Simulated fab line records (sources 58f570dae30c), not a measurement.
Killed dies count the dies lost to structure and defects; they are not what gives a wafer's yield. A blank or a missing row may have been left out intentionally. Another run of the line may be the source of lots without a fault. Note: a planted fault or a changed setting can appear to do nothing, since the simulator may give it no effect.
Which tool did it?	flow berkeley cmos170	Sampling: 7 lots, 21 wafers, 2 of 331 route steps

WHAT THE GAUGES READ, wafer by wafer
UCB170_V2_CD_MEAS_12 targets a cd of 700 nm.
lot	measured	on	cd nm (nm)
L435	day 8 09:08	cd sem-02	701.2 703.2 700.9
L439	day 9 18:58	cd sem-01	699.0 699.4 699.4
L442	day 9 19:58	cd sem-02	701.2 700.3 701.2
L447	day 10 14:33	cd sem-02	699.6 698.5 699.6
L446	day 10 19:16	cd sem-02	701.7 700.5 700.2
L456	day 12 01:36	cd sem-02	698.9 699.9 700.9
L455	day 12 03:35	cd sem-01	697.1 698.8 699.7

WHICH TOOL RAN EACH LOT (tool, then ch and the chambers of the sampled wafers, then the start)
lot	UCB170_M2_STRIP_19
L435	plasma asher-01 ch 0,1, day 8 07:07
L439	plasma asher-03 ch 0,1, day 9 15:37
L442	plasma asher-04 ch 0,1, day 9 15:53
L447	plasma asher-04 ch 1, day 10 11:14
L446	plasma asher-01 ch 1, day 10 15:16
L456	plasma asher-03 ch 0,1, day 11 22:53
L455	plasma asher-01 ch 1, day 12 00:08
- UCB170_M2_STRIP_19: strips in O2.

THE ANSWER, worked out from the rows above alone
Rule: usual is defined by the lots themselves. The widest of any qualifying gaps counts: lots, ordered by their means at a reading, are off when they make up no more than a third of the lots, leave a main group of 4 or more, and stand apart from it by 3 or more times the standard deviation of that group's means. The tables above print the reading to a certain number of digits; a main group whose means all agree to those digits is not used. A lot without any number at a reading at which 4 lots or more have one is off too. Where the step has rows for the other lots, those lots are counted as sound.
No lot is off on any of the readings shown, so nothing can be concluded from this.

WHAT WAS PUT IN BY THE SIMULATOR
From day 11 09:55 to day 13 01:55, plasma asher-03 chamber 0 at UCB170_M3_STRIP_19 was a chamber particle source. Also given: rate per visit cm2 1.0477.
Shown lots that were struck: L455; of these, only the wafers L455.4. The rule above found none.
